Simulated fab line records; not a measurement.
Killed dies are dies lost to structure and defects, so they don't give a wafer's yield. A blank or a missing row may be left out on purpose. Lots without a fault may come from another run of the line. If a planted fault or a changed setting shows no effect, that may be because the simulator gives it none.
Which tool is to blame? -- flow rit-cmos -- 14 lots with 42 wafers sampled at 2 steps, on a route of 202 steps

== WHAT THE GAUGES SHOWED, per wafer ==
RIT_PRETRO_OVL_MEAS_06.
lot,measured,on,PRETRO_OVL (nm)
L713,day 2 08:30,overlay-01,-0.1 1.0 0.2
L714,day 2 14:18,overlay-01,-0.2 -1.9 -1.9
L716,day 2 23:41,overlay-02,-2.1 -3.7 -0.8
L717,day 3 04:47,overlay-02,-3.6 -1.6 -3.0
L718,day 3 11:13,overlay-02,-0.3 -0.3 -0.3
L721,day 4 00:18,overlay-01,1.2 0.3 -2.0
L722,day 4 05:36,overlay-02,0.4 -2.3 -0.9
L724,day 4 16:17,overlay-01,-0.7 0.5 -1.0
L729,day 5 18:39,overlay-02,-0.6 0.4 -1.7
L730,day 5 22:55,overlay-02,1.3 0.9 1.0
L731,day 6 04:56,overlay-02,-2.3 -1.4 -1.1
L732,day 6 07:02,overlay-02,-2.3 0.4 -0.5
L733,day 6 12:42,overlay-01,-2.8 -0.9 -0.7
L736,day 7 05:49,overlay-02,0.6 0.4 0.0

RIT_PSD_OVL_MEAS_06.
lot,measured,on,PSD_OVL (nm)
L713,day 3 03:52,overlay-01,0.1 0.7 -0.6
L714,day 3 10:42,overlay-02,-2.0 -1.4 -1.9
L716,day 3 16:34,overlay-01,0.5 1.5 0.2
L717,day 4 00:42,overlay-02,-0.5 -2.5 -0.3
L718,day 4 07:03,overlay-01,0.6 -0.5 0.2
L721,day 4 22:40,overlay-02,-1.2 -0.6 1.1
L722,day 4 23:59,overlay-01,1.7 -0.6 -1.0
L724,day 5 15:31,overlay-01,-0.9 -1.9 0.1
L729,day 6 15:49,overlay-01,1.5 0.4 -0.6
L730,day 6 19:50,overlay-01,-2.0 -1.5 -1.4
L731,day 6 22:21,overlay-01,0.3 -1.0 -0.3
L732,day 7 00:22,overlay-01,0.9 2.1 -0.2
L733,day 7 10:44,overlay-01,-0.4 -0.2 -2.4
L736,day 7 23:53,overlay-02,-1.9 0.1 -1.8

== WHICH TOOL RAN EACH LOT (tool, then ch and the chambers of the sampled wafers, then the start) ==
The record shows no process step preceding these readings.

== WHAT THE TOOLS THEMSELVES READ (means of the sampled wafers that have a number; where no wafer has one, the mark that the record gives instead) ==
The record holds no such reading with a usual standard deviation.

== THE ANSWER, worked out from the rows above alone ==
Rule: the usual values come from the lots themselves. Put in order of their means at a reading, lots are off if they are a third of the lots or fewer, leave a main group of 4 or more, and stand apart from it by a gap of 3 or more times the standard deviation of the main group's means; of several such gaps the widest counts. The tables above print the reading to a certain number of digits; a main group whose means all agree to those digits is not used. Also off: a lot with no number at a reading for which 4 or more lots have one. Where the step has rows for the other lots, those lots are counted as sound. Order of review: gauges by route order, followed by the tools' own readings, for which a lot's mean as printed above is used. At the first step where some lot is off, the reading lying furthest off is the one used; lots without a number count as furthest.
Across all readings shown, no lot is off: no conclusion can be drawn from this.

== WHAT THE SIMULATOR HAD INSERTED ==
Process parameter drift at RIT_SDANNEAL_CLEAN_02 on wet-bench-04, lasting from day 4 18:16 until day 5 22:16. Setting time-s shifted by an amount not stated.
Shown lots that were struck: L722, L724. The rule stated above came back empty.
